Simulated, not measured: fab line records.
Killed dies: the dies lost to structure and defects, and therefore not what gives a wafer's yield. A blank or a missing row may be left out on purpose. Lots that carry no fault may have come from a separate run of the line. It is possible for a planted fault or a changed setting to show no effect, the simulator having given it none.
The same fault as seen by 2 desks / flow rit_cmos / only its own numbers are on each desk; what lay behind them is given at the end

== AT THE TOOL OWNER'S DESK: rie_si-01 ==
The tool's own readings at RIT_GATE_ETCH_19 (etches poly-Si in SF6/CHF3/O2, stops on SiO2, time 165 s, target depth 312.5 nm): means of the sampled wafers that have a number, for each lot that ran on this tool. A lot is out of limits, marked OUT, if its mean lies more than 4 standard deviations from the usual mean; the brackets give that distance.
Columns: A = chamber_pressure_mTorr at RIT_GATE_ETCH_19, usual 40.01 mTorr; B = drypump_motor_current_A at RIT_GATE_ETCH_19, usual 5.8 A; C = oes_product_au at RIT_GATE_ETCH_19, usual 0.857 a.u.; D = throttle_valve_pct at RIT_GATE_ETCH_19, usual 10.24 %
lot=L594; first seen here=day 3 07:22; A=40.00; B=5.8; C=0.860; D=10.20
lot=L608; first seen here=day 6 01:26; A=39.99; B=5.5; C=0.877; D=10.06
lot=L610; first seen here=day 6 13:29; A=39.98; B=5.9; C=0.893; D=10.36
Finding of this desk: none of the 3 lots has anything out of limits.

== FROM THE METROLOGY DESK ==
Lot by lot, what the gauges showed, no matter which tool ran the lot: averages of those sampled wafers that carry a number. A lot is out of limits, marked OUT, if its mean lies more than 4 standard deviations from the usual mean; the brackets give that distance.
Columns: A = GATE_OXIDE_THK at RIT_GATE_THK_MEAS_07, usual 3.02 nm; B = GATE_POLY_THK at RIT_GATE_THK_MEAS_09, usual 250.9 nm; C = cd_nm at RIT_GATE_CD_MEAS_16, usual 150.4 nm; D = GATE_OVL at RIT_GATE_OVL_MEAS_17, usual 0.5 nm
lot=L594; first seen here=day 3 04:18; A=3.04; B=250.9; C=150.8; D=-0.5
lot=L602; first seen here=day 4 18:01; A=3.10; B=254.8; C=150.5; D=-0.9
lot=L608; first seen here=day 5 22:21; A=3.01; B=247.5; C=151.5; D=2.7
lot=L610; first seen here=day 6 09:47; A=3.13; B=247.1; C=147.1; D=-1.8
lot=L611; first seen here=day 6 13:26; A=2.98; B=249.4; C=150.1; D=0.8
lot=L613; first seen here=day 7 01:53; A=2.97; B=249.7; C=148.6; D=1.6
Finding of this desk: none of the 6 lots has anything out of limits.

== BROUGHT TOGETHER ==
The tool owner's desk saw nothing out of limits.
Metrology desk: nothing out of limits seen.

== WHAT THE SIMULATOR HAD INSERTED ==
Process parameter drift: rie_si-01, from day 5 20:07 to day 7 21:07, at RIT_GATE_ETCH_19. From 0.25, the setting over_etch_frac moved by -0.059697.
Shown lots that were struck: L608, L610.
